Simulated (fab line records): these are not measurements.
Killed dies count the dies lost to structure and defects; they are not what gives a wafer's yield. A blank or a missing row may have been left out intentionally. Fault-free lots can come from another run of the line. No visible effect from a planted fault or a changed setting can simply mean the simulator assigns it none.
The same fault as seen by 2 desks | flow rit-cmos | each desk has only its own numbers; what lay behind them comes last

## THE TOOL OWNER'S DESK: pvd-sputter-03
The tool's own readings at RIT_M1_SPUTTER_00 (material Al, target thk 400 nm, time 500 s): means of the sampled wafers that have a number, for each lot that ran on this tool. Marked OUT: a lot whose mean sits more than 4 standard deviations from the usual mean, which makes it out of limits; the brackets give that distance.
Columns: A = chamber-pressure-pa at RIT_M1_SPUTTER_00, usual 0.4001 Pa; B = throttle-valve-pct at RIT_M1_SPUTTER_00, usual 29.8 %
lot  | first seen here | A                | B
L686 | day 3 10:15     | 0.4001           | 30.3
L688 | day 3 18:49     | 0.3997           | 30.8
L696 | day 5 12:29     | 0.4183 (+25) OUT | 29.9
This desk's finding: out of limits on L696; first on L696, day 5 12:29 (chamber-pressure-pa at RIT_M1_SPUTTER_00). Within limits: L686, L688.

## FROM THE METROLOGY DESK
What the gauges read for every lot (on any tool): the sampled wafers with a number, averaged. Marked OUT: a lot whose mean sits more than 4 standard deviations from the usual mean, which makes it out of limits; the brackets give that distance.
Columns: A = M1_AL_RS at RIT_M1_RS_MEAS_01, usual 0.0735 ohm/sq
lot  | first seen here | A
L685 | day 3 05:54     | 0.0743
L686 | day 3 10:35     | 0.0743
L687 | day 3 15:46     | 0.0738
L688 | day 3 19:07     | 0.0734
L691 | day 4 11:15     | 0.0739
L696 | day 5 12:48     | 0.0747
L699 | day 6 03:48     | 0.0729
L701 | day 6 12:37     | 0.0737
L703 | day 7 00:33     | 0.0737
L705 | day 7 09:38     | 0.0728
L707 | day 7 19:24     | 0.0742
This desk's verdict: no lot among the 11 shows anything out of limits.

## ALL TOGETHER
An alarm could have come from the tool owner's desk at day 5 12:29, on L696.
From the metrology desk's view, nothing was out of limits.
The metrology desk has L696 on record, within its limits.
All the named lots went through RIT_M1_SPUTTER_00 on pvd-sputter-03.

## WHAT WAS PUT IN BY THE SIMULATOR
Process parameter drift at RIT_M1_SPUTTER_00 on pvd-sputter-03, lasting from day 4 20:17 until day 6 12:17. From 0.4, the setting chamber-pressure-pa moved by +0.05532. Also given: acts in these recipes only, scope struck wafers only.
Lots struck among those shown: L696.
Delay in hours, fault start to first out-of-limits reading, by desk: the tool owner's desk at 16.
